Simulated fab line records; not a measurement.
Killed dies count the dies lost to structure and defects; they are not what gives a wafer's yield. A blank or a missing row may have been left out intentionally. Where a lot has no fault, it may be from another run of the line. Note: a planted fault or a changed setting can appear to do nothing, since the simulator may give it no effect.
Split-lot study | flow berkeley_cmos170 | 23 wafers read from 5 lots, route of 331 steps

## SPLIT DETAILS
At UCB170_M2_EXPOSE_12 (exposes mask METAL2, target cd 700 nm), the setting dose_mj was moved away from the recipe's 26 on 8 of the 23 wafers read, by -7.0% to +4.8%. This setting was run at the recipe's value on the other wafers.

## FROM THE SPLIT TO THE READING: what the file shows between them, 5 steps
- UCB170_M2_DEVELOP_14: develop time 45 s (also split here: develop_time_s)
- UCB170_M2_CD_MEAS_15: target cd 700 nm
- UCB170_M2_ETCH_17: etches BARC in N2/H2
- UCB170_M2_METAL_ETCH_18: etches Al in Cl2/BCl3, stops on SiO2, target depth 1170 nm, time 199.2 s
- UCB170_M2_STRIP_19: strips in O2

## THE READING
cd_nm at UCB170_M2_CD_MEAS_90, given in nm (cd target 700 nm). Fault-free wafers of this fab line usually give 700.3 nm, standard deviation 2.7 nm.

wafer  | tool, chamber at the split | dose_mj as run | against the recipe | cd_nm, nm | against lot-mates on the recipe
L074.1 | krf_scanner-01, 0          | 26             | recipe             | 697.1     | -
L074.2 | krf_scanner-01, 0          | 26             | recipe             | 695.3     | -
L074.4 | krf_scanner-01, 0          | 26             | recipe             | 697.5     | -
L074.5 | krf_scanner-01, 0          | 26             | recipe             | 694.3     | -
L074.6 | krf_scanner-01, 0          | 26             | recipe             | 695.4     | -
L075.2 | krf_scanner-01, 0          | 24.19          | -7.0%              | 710.3     | +13.2
L075.3 | krf_scanner-01, 0          | 24.19          | -7.0%              | 710.3     | +13.2
L075.4 | krf_scanner-01, 0          | 26             | recipe             | 698.2     | -
L075.5 | krf_scanner-01, 0          | 24.19          | -7.0%              | 709.9     | +12.9
L075.6 | krf_scanner-01, 0          | 26             | recipe             | 695.9     | -
L077.1 | krf_scanner-01, 0          | 26             | recipe             | 699.9     | -
L077.2 | krf_scanner-01, 0          | 25.2           | -3.1%              | 702.8     | +4.0
L077.3 | krf_scanner-01, 0          | 25.2           | -3.1%              | 701.0     | +2.2
L077.4 | krf_scanner-01, 0          | 25.2           | -3.1%              | 702.9     | +4.1
L077.6 | krf_scanner-01, 0          | 26             | recipe             | 697.8     | -
L079.2 | krf_scanner-02, 0          | 26             | recipe             | 699.2     | -
L079.3 | krf_scanner-02, 0          | 26             | recipe             | 698.6     | -
L079.5 | krf_scanner-02, 0          | 26             | recipe             | 701.8     | -
L084.1 | krf_scanner-02, 0          | 26             | recipe             | 702.2     | -
L084.2 | krf_scanner-02, 0          | 26             | recipe             | 702.3     | -
L084.3 | krf_scanner-02, 0          | 26             | recipe             | 702.8     | -
L084.4 | krf_scanner-02, 0          | 27.25          | +4.8%              | 695.9     | -6.5
L084.5 | krf_scanner-02, 0          | 27.25          | +4.8%              | 690.2     | -12.2

FIT RESULTS
A straight line over all 23 wafers: cd_nm changes by -1.48 nm for each +1% of dose_mj; r = -0.87; the points scatter about the line by 2.6 nm.
The same after taking each lot's own level away (the mean of its wafers on the recipe; 23 wafers): -1.82 nm for each +1%; r = -0.96; scatter 1.6 nm.
The reading moves by 13 nm for the largest change in dose_mj, on that fit.
The span of the lots' own levels, 695.92 to 702.43 nm, comes to 2.4 times the standard deviation stated above.
In other words, the slope is changed by the lot-to-lot level; the two fits disagree.
Check: with one of the wafers moved furthest among these (-7.0%) left out of the fit, the line predicts +12.2 nm for it against its lot-mates. Against them it came out at +13.2 nm.

## OTHER SPLITS ON THESE WAFERS
Before the reading, these wafers also passed through other splits. Each is held against what the fit with the lots' levels taken away leaves over:
other split on the same wafers           | wafers away from the commonest value | r with cd_nm (lot level and that fit taken away)
UCB170_V1_EXPOSE_09 dose_mj              | 5                                    | +0.04
UCB170_M2_SPUTTER_01 chamber_pressure_pa | 18                                   | +0.32
UCB170_M2_DEVELOP_14 develop_time_s      | 9                                    | +0.05

## THE WHOLE CHAIN: every reading that the file lists as answering this split, in the file's order
step                    | what it does                                                             | reading                                                   | change (the file's fit)              | r (the file's)
UCB170_M2_CD_MEAS_15    | target cd 700 nm                                                         | cd_nm                                                     | -1.68 nm for each +1% of the setting | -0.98
UCB170_M2_ETCH_17       | etches BARC in N2/H2                                                     | M2.cd_nm (the simulator's own value, which no gauge read) | -1.67 nm for each +1% of the setting | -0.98
UCB170_M2_METAL_ETCH_18 | etches Al in Cl2/BCl3, stops on SiO2, target depth 1170 nm, time 199.2 s | M2.cd_nm (the simulator's own value, which no gauge read) | -1.82 nm for each +1% of the setting | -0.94
UCB170_M2_CD_MEAS_90    | target cd 700 nm                                                         | cd_nm                                                     | -1.81 nm for each +1% of the setting | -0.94

## FILE'S OWN FIT
cd_nm changes by -1.81 nm for each +1% of dose_mj, r = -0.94.
